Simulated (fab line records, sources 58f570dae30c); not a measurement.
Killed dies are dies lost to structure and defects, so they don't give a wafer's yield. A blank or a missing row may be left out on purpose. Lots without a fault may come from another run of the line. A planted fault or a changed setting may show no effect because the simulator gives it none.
One fault seen from 2 desks | flow berkeley_cmos170 | each desk has only its own numbers; what lay behind them comes last

THE METROLOGY DESK
What the gauges read, lot by lot, whatever tool the lot ran on: means of the sampled wafers that have a number. A lot is out of limits, marked OUT, if its mean lies more than 4 standard deviations from the usual mean; the brackets give that distance.
Columns: A = PLDD_TW at UCB170_PLDD_TW_MEAS_11, usual 1011
lot  | first seen here | A
L565 | day 6 04:46     | 1005
L568 | day 6 05:01     | 1007
L570 | day 6 20:44     | 1006
L571 | day 6 20:58     | 1024
L573 | day 7 09:53     | 1017
L572 | day 7 10:07     | 1022
L575 | day 7 19:07     | 1024
L574 | day 7 19:38     | 1009
L579 | day 8 17:08     | 1428 (+47) OUT
L578 | day 8 17:23     | 1006
L580 | day 9 03:33     | 1410 (+45) OUT
L583 | day 9 15:05     | 1001
L586 | day 10 13:34    | 1005
L588 | day 10 21:43    | 1019
This desk's finding: out of limits on L579, L580; first on L579, day 8 17:08 (PLDD_TW at UCB170_PLDD_TW_MEAS_11). In limits: L565, L568, L570, L571, L573, L572, L575, L574, L578, L583, L586, L588.

THE TOOL OWNER'S DESK: implanter-03
The tool's own readings at UCB170_PLDD_IMPLANT_08: means of the sampled wafers that have a number, for each lot that ran on this tool. A lot is out of limits, marked OUT, if its mean lies more than 4 standard deviations from the usual mean; the brackets give that distance.
Columns: A = beam_on_s at UCB170_PLDD_IMPLANT_08, usual 10.01 s; B = dose_ions_cm2 at UCB170_PLDD_IMPLANT_08, usual 5e+13; C = faraday_current_uA at UCB170_PLDD_IMPLANT_08, usual 158
lot  | first seen here | A                       | B                       | C
L565 | day 6 04:23     | 10.00                   | 5e+13                   | 158
L573 | day 7 09:31     | 10.01                   | 5e+13                   | 158
L575 | day 7 18:44     | 10.03                   | 5e+13                   | 158
L579 | day 8 16:44     | 42.34 (+99 or more) OUT | 2e+14 (+99 or more) OUT | 187 (+9.2) OUT
L580 | day 9 03:09     | 42.64 (+99 or more) OUT | 3e+14 (+99 or more) OUT | 186 (+8.8) OUT
This desk's finding: out of limits on L579, L580; first on L579, day 8 16:44 (beam_on_s at UCB170_PLDD_IMPLANT_08). In limits: L565, L573, L575.

PUT TOGETHER
The tool owner's desk could have raised an alarm at day 8 16:44, on L579, L580.
The metrology desk could have raised an alarm at day 8 17:08, on L579, L580.
Of the lots named, all ran UCB170_PLDD_IMPLANT_08 on implanter-03.

WHAT THE SIMULATOR HAD PUT IN
Process parameter drift: implanter-03, from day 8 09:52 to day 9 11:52, at UCB170_PLDD_IMPLANT_08. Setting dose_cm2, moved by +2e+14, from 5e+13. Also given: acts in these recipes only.
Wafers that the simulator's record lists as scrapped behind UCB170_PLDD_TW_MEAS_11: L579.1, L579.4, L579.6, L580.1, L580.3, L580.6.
Lots struck among those shown: L579, L580.
Hours from the fault's start to each desk's first reading out of limits: the tool owner's desk, 7; the metrology desk, 7.
